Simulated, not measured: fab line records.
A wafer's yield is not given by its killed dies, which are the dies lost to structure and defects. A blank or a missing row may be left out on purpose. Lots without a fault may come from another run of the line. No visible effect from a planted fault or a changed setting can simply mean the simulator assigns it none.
The same fault as seen by 2 desks :: flow berkeleyCmos170 :: each desk has only its own numbers; what lay behind them comes last

== FROM THE METROLOGY DESK ==
Lot by lot, what the gauges showed, no matter which tool ran the lot: averages of those sampled wafers that carry a number. A lot is out of limits, marked OUT, if its mean lies more than 4 standard deviations from the usual mean; the brackets give that distance.
Columns: A = cdNm at UCB170_CONTACT_CD_MEAS_15, usual 700.0 nm; B = V2_TEOS_THK at UCB170_V2_THK_MEAS_01, usual 1998 nm
lot: L685
first seen here: day 7 08:23
A: 698.1
B: 2009

lot: L684
first seen here: day 7 08:52
A: 700.4
B: 2012

lot: L687
first seen here: day 7 16:19
A: 701.3
B: 2008

lot: L686
first seen here: day 7 16:48
A: 698.2
B: 2014

lot: L688
first seen here: day 8 06:21
A: 698.7
B: 1988

lot: L690
first seen here: day 8 18:01
A: 698.8
B: 1981

lot: L692
first seen here: day 8 18:14
A: 699.0
B: 2019

lot: L693
first seen here: day 9 09:39
A: 701.1
B: 2003

lot: L694
first seen here: day 9 11:02
A: 700.5
B: 2003

lot: L700
first seen here: day 10 11:54
A: 699.3
B: 1984

lot: L701
first seen here: day 10 14:08
A: 702.2
B: 1981

lot: L702
first seen here: day 10 14:17
A: 699.7
B: 1972

lot: L706
first seen here: day 11 21:33
A: 701.1
B: 1991
This desk's finding: nothing out of limits on any of the 13 lots.

== AT THE TOOL OWNER'S DESK: rieMetal-01 ==
The tool's own readings at UCB170_M1_METAL_ETCH_12 (etches Al in Cl2/BCl3, stops on PSG, target depth 780 nm, time 130 s): means of the sampled wafers that have a number, for each lot that ran on this tool. A lot is out of limits, marked OUT, if its mean lies more than 4 standard deviations from the usual mean; the brackets give that distance.
Columns: A = bcl3FlowSccm at UCB170_M1_METAL_ETCH_12, usual 44.97 sccm; B = biasW at UCB170_M1_METAL_ETCH_12, usual 120.0 W; C = drypumpMotorCurrentA at UCB170_M1_METAL_ETCH_12, usual 5.3 A; D = oesProductAu at UCB170_M1_METAL_ETCH_12, usual 0.854 a.u.; E = rfFwdPowerW at UCB170_M1_METAL_ETCH_12, usual 596.8 W; F = runLengthS at UCB170_M1_METAL_ETCH_12, usual 158.4 s; G = throttleValvePct at UCB170_M1_METAL_ETCH_12, usual 24.29 %
lot: L684
first seen here: day 7 11:49
A: 44.94
B: 120.7
C: 5.1
D: 0.864
E: 598.5
F: 158.6
G: 24.27

lot: L687
first seen here: day 7 19:26
A: 45.05
B: 120.0
C: 5.1
D: 0.857
E: 597.9
F: 158.7
G: 24.28

lot: L692
first seen here: day 8 20:15
A: 45.09
B: 120.6
C: 5.5
D: 0.844
E: 595.0
F: 159.4
G: 24.51

lot: L693
first seen here: day 9 12:29
A: 45.07
B: 119.7
C: 5.1
D: 0.867
E: 595.4
F: 158.8
G: 24.28

lot: L700
first seen here: day 10 14:09
A: 45.06
B: 119.7
C: 5.1
D: 0.838
E: 596.1
F: 166.5 (+16) OUT
G: 24.30
This desk's verdict: out of limits on L700, starting with L700 at day 10 14:09 (runLengthS at UCB170_M1_METAL_ETCH_12). L684, L687, L692, L693 stayed within limits.

== TAKEN TOGETHER ==
At day 10 14:09, on L700, the tool owner's desk was in a position to raise an alarm.
The metrology desk saw nothing out of limits.
The metrology desk has L700 on record, within its limits.
On rieMetal-01, each named lot ran UCB170_M1_METAL_ETCH_12.

== WHAT HAD BEEN PUT IN BY THE SIMULATOR ==
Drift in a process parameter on rieMetal-01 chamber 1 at UCB170_M1_METAL_ETCH_12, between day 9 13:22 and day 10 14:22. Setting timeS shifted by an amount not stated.
Struck lots among those shown: L700.
How many hours passed from the start of the fault until each desk's first out-of-limits reading: the tool owner's desk, 25.
